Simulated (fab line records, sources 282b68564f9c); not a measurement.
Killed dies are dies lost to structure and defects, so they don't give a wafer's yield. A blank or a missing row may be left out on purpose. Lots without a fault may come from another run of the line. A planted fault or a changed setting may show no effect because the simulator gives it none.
A struck lot beside a sound one | flow rit_cmos | 14 steps out of a route of 202
Sound: wafers L991.2, L991.4, L991.6. Struck: wafers L106.3, L106.4, L106.5. The cause comes at the end.
At each step with rows: each side's tool, then ch and its chambers, then its first start. Under that, the readings that differ: sound wafers | struck wafers | difference of the means | sigmas: that difference in standard deviations of wafers without a fault.
alike: readings whose means differ by less than 2 such deviations, and words and numbers that are the same on both sides. not compared: withheld readings, readings that some wafer has no value for, bounds like >300 that may hide the same value, and numbers for which the record gives no deviation and whose values overlap.
The two part at a step that has a row with sigmas, a row that says differs or no value, or rows on one side only. Numbers that don't overlap but have no deviation are shown without sigmas and don't part them. A reading that every wafer of one side lacks parts them only if that side has two wafers or more.

RIT_CONTACT_STRIP_12: strips in O2, time 180 s.
  sound on plasma_asher-03 ch 0,1, day 3 07:59; struck on plasma_asher-02 ch 0,1, day 6 07:56
  alike: drypump_motor_current_A
  not compared: rf_hours_counter_h
RIT_CONTACT_CD_MEAS_90: target cd 1000 nm.
  sound on cd_sem-02, day 3 08:11; struck on cd_sem-01, day 6 08:05
  reading    | sound                | struck            | difference | sigmas
  cd_nm (nm) | 1002.1 1001.2 1002.2 | 995.2 996.4 996.3 | -5.9       | -3
then, 2 steps without rows for these wafers: RIT_CONTACT_CLEAN_13 (cleans in SC1, time 600 s); RIT_CONTACT_CLEAN_14 (cleans in SC2, time 600 s).
RIT_M1_SPUTTER_00: material Al, target thk 400 nm, time 500 s.
  sound on pvd_sputter-04, day 3 08:38; struck on pvd_sputter-02, day 6 08:31
  alike: cathode_dc_power_W, throttle_valve_pct
RIT_M1_RS_MEAS_01: measures by four-point-probe.
  sound on film_metro-02, day 3 08:56; struck on film_metro-03, day 6 08:51
  alike: M1_AL_RS
RIT_M1_THK_MEAS_02: measures by xrf.
  sound on film_metro-02, day 3 09:03; struck on film_metro-03, day 6 08:57
  alike: M1_AL_THK
then, 5 steps without rows for these wafers: RIT_M1_HMDS_03 (prime time 60 s); RIT_M1_COAT_04 (resist thk 1300 nm); RIT_M1_SOFTBAKE_05 (time 60 s); RIT_M1_EXPOSE_06 (exposes mask M12, target cd 2600 nm); RIT_M1_PEB_07.
RIT_M1_DEVELOP_08: develop time 68 s.
  sound on litho_track-04 ch 0, day 3 10:00; struck on litho_track-04, day 6 09:00
  no value came back on the struck wafers for chill_plate_temp_C (C), develop_time_s (s), developer_temp_C (C); on the sound wafers chill_plate_temp_C (C) reads 23.05 23.00 22.86
RIT_M1_CD_MEAS_09: target cd 2600 nm.
  sound on cd_sem-01, day 3 10:19; struck on cd_sem-01, day 6 10:02
  reading    | sound                | struck | difference                    | sigmas
  cd_nm (nm) | 2595.7 2595.3 2596.8 | - - -  | no value on the struck wafers |

WHERE THEY PART
First at RIT_CONTACT_CD_MEAS_90; last, within this record, at RIT_M1_CD_MEAS_09.

WHY: what the simulator had put in
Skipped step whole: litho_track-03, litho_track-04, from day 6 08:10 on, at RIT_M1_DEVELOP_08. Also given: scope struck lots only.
